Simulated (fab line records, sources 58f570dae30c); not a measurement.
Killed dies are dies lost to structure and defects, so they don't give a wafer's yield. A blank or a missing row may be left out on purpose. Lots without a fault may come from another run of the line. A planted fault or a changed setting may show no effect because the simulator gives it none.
Which tool did it? | flow berkeley_cmos170 | 14 lots, 42 wafers sampled, at 5 steps of a route of 331

WHAT THE GAUGES READ, wafer by wafer
UCB170_NWELL_THK_MEAS_02.
lot  | measured    | on            | NWELL_OXIDE_THK (nm)
L260 | day 2 13:05 | film_metro-01 | 25.9 25.4 25.9
L262 | day 3 00:37 | film_metro-02 | 26.1 26.5 26.2
L264 | day 3 10:34 | film_metro-04 | 26.2 26.1 26.6
L267 | day 4 01:50 | film_metro-02 | 26.8 26.7 26.3
L268 | day 4 01:51 | film_metro-04 | 25.7 25.6 25.7
L269 | day 4 11:42 | film_metro-02 | 25.6 25.8 26.0
L272 | day 5 02:01 | film_metro-02 | 26.1 25.5 26.0
L273 | day 5 07:58 | film_metro-02 | 26.3 26.0 25.9
L274 | day 5 07:58 | film_metro-04 | 26.7 27.0 26.8
L275 | day 5 17:58 | film_metro-04 | 26.0 26.2 25.7
L276 | day 5 17:58 | film_metro-02 | 26.1 26.2 26.2
L277 | day 6 03:43 | film_metro-01 | 26.1 26.2 26.4
L278 | day 6 03:44 | film_metro-02 | 26.2 25.9 26.2
L281 | day 7 01:20 | film_metro-01 | 26.4 26.0 26.4

UCB170_FIELD_THK_MEAS_02.
lot  | measured     | on            | FIELD_OXIDE_THK (nm)
L260 | day 5 10:58  | film_metro-03 | 557 556 559
L262 | day 5 23:41  | film_metro-04 | 562 565 558
L264 | day 6 13:38  | film_metro-04 | 549 554 556
L267 | day 7 03:56  | film_metro-04 | 572 575 576
L268 | day 7 04:01  | film_metro-04 | 574 566 573
L269 | day 7 15:58  | film_metro-03 | 570 581 570
L272 | day 8 10:32  | film_metro-04 | 580 580 581
L273 | day 9 03:22  | film_metro-01 | 554 562 557
L274 | day 9 03:22  | film_metro-04 | 557 555 549
L275 | day 9 12:43  | film_metro-01 | 562 563 560
L276 | day 9 12:39  | film_metro-03 | 562 569 568
L277 | day 9 12:39  | film_metro-04 | 556 550 555
L278 | day 9 12:40  | film_metro-01 | 556 555 555
L281 | day 10 18:33 | film_metro-01 | 577 568 567

UCB170_GATE_OVL_MEAS_13.
lot  | measured     | on         | GATE_OVL (nm)
L260 | day 7 07:47  | overlay-01 | -6 -1 -5
L262 | day 8 05:37  | overlay-02 | -4 -5 -1
L264 | day 9 00:21  | overlay-01 | 7 7 4
L267 | day 9 07:38  | overlay-01 | 2 -2 1
L268 | day 9 08:00  | overlay-01 | 7 8 10
L269 | day 10 04:48 | overlay-02 | 0 -3 2
L272 | day 10 15:44 | overlay-01 | 0 2 6
L273 | day 11 02:34 | overlay-02 | -10 0 -4
L274 | day 11 02:20 | overlay-01 | 6 15 9
L275 | day 11 11:27 | overlay-01 | -6 -5 -3
L276 | day 11 12:10 | overlay-02 | 3 4 7
L277 | day 11 11:50 | overlay-01 | 2 1 -9
L278 | day 11 11:31 | overlay-02 | 6 3 3
L281 | day 12 14:39 | overlay-02 | -2 -3 9

UCB170_M3_RS_MEAS_02: measures by four-point-probe.
lot  | measured     | on            | M3_AL_RS (ohm/sq)
L260 | day 8 22:30  | film_metro-02 | 0.0311 0.0312 0.0314
L262 | day 9 22:31  | film_metro-03 | 0.0304 0.0301 0.0306
L264 | day 10 13:00 | film_metro-03 | - - - - - -
L267 | day 10 17:10 | film_metro-02 | - - - - - -
L268 | day 10 17:57 | film_metro-02 | 0.0304 0.0302 0.0309
L269 | day 11 22:26 | film_metro-02 | 0.0314 0.0312 0.0314
L272 | day 12 04:49 | film_metro-01 | 0.0312 0.0315 0.0312
L273 | day 12 15:08 | film_metro-03 | 0.0310 0.0311 0.0312
L274 | day 12 15:01 | film_metro-02 | 0.0317 0.0315 0.0318
L275 | day 13 05:41 | film_metro-03 | 0.0311 0.0314 0.0314
L276 | day 13 06:58 | film_metro-02 | 0.0310 0.0308 0.0309
L277 | day 13 04:16 | film_metro-03 | 0.0307 0.0308 0.0308
L278 | day 13 06:49 | film_metro-03 | 0.0306 0.0309 0.0311
L281 | day 14 01:23 | film_metro-01 | 0.0315 0.0312 0.0317

WHICH TOOL RAN EACH LOT (tool, then ch and the chambers of the sampled wafers, then the start)
lot  | UCB170_M3_SPUTTER_01
L260 | pvd_sputter-01, day 8 22:25
L262 | pvd_sputter-03, day 9 22:25
L264 | pvd_sputter-01, day 10 12:55
L267 | pvd_sputter-02, day 10 17:05
L268 | pvd_sputter-03, day 10 17:50
L269 | pvd_sputter-02, day 11 22:21
L272 | pvd_sputter-02, day 12 04:44
L273 | pvd_sputter-03, day 12 15:02
L274 | pvd_sputter-02, day 12 14:55
L275 | pvd_sputter-02, day 13 05:37
L276 | pvd_sputter-03, day 13 06:53
L277 | pvd_sputter-02, day 13 04:11
L278 | pvd_sputter-01, day 13 06:42
L281 | pvd_sputter-02, day 14 01:18
- UCB170_M3_SPUTTER_01: material Al, target thk 900 nm, time 120 s.

WHAT THE TOOLS THEMSELVES READ (means of the sampled wafers that have a number; where no wafer has one, the mark that the record gives instead)
UCB170_M3_SPUTTER_01.
lot  | tool           | cathode_dc_power_W (W) | chamber_pressure_pa (Pa) | throttle_valve_pct (%)
L260 | pvd_sputter-01 | 6240.7                 | 0.4997                   | 29.1
L262 | pvd_sputter-03 | 6240.0                 | 0.5001                   | 29.9
L264 | pvd_sputter-01 | -                      | -                        | -
L267 | pvd_sputter-02 | -                      | -                        | -
L268 | pvd_sputter-03 | 6240.5                 | 0.5002                   | 30.6
L269 | pvd_sputter-02 | 6240.1                 | 0.5006                   | 30.4
L272 | pvd_sputter-02 | 6239.2                 | 0.5004                   | 30.6
L273 | pvd_sputter-03 | 6240.2                 | 0.5006                   | 29.5
L274 | pvd_sputter-02 | 6238.9                 | 0.4996                   | 30.7
L275 | pvd_sputter-02 | 6239.2                 | 0.5000                   | 31.0
L276 | pvd_sputter-03 | 6239.0                 | 0.5004                   | 30.0
L277 | pvd_sputter-02 | 6239.0                 | 0.5000                   | 30.9
L278 | pvd_sputter-01 | 6240.8                 | 0.5008                   | 29.3
L281 | pvd_sputter-02 | 6240.2                 | 0.5002                   | 31.0

THE ANSWER, worked out from the rows above alone
Rule: what is usual is taken from the lots themselves. Put in order of their means at a reading, lots are off if they are a third of the lots or fewer, leave a main group of 4 or more, and stand apart from it by a gap of 3 or more times the standard deviation of the main group's means; of several such gaps the widest counts. A main group whose means are all the same, to the digits that the tables above print for the reading, isn't used. A lot without any number at a reading at which 4 lots or more have one is off too. The other lots that the step has rows for count as sound. The gauges are gone through in route order, then the tools' own readings, and for those a lot's mean is taken as printed above. The first step at which some lot is off is used, and at that step the reading that is off furthest; a lot without a number counts as furthest.
Off: L264, L267, at UCB170_M3_RS_MEAS_02 (M3_AL_RS). Without a number there: L264, L267. The main group: mean 0.0311 ohm/sq, standard deviation 0.00038.
A tool fits if, at a process step before that reading, it ran every lot that is off, and no sound lot after the first of them. The gauges at UCB170_M3_RS_MEAS_02 aren't tried: what is off there is off at UCB170_M3_SPUTTER_01 too, on other tools, and a gauge's error can't cause that. None of those tried fits.

WHAT THE SIMULATOR HAD PUT IN
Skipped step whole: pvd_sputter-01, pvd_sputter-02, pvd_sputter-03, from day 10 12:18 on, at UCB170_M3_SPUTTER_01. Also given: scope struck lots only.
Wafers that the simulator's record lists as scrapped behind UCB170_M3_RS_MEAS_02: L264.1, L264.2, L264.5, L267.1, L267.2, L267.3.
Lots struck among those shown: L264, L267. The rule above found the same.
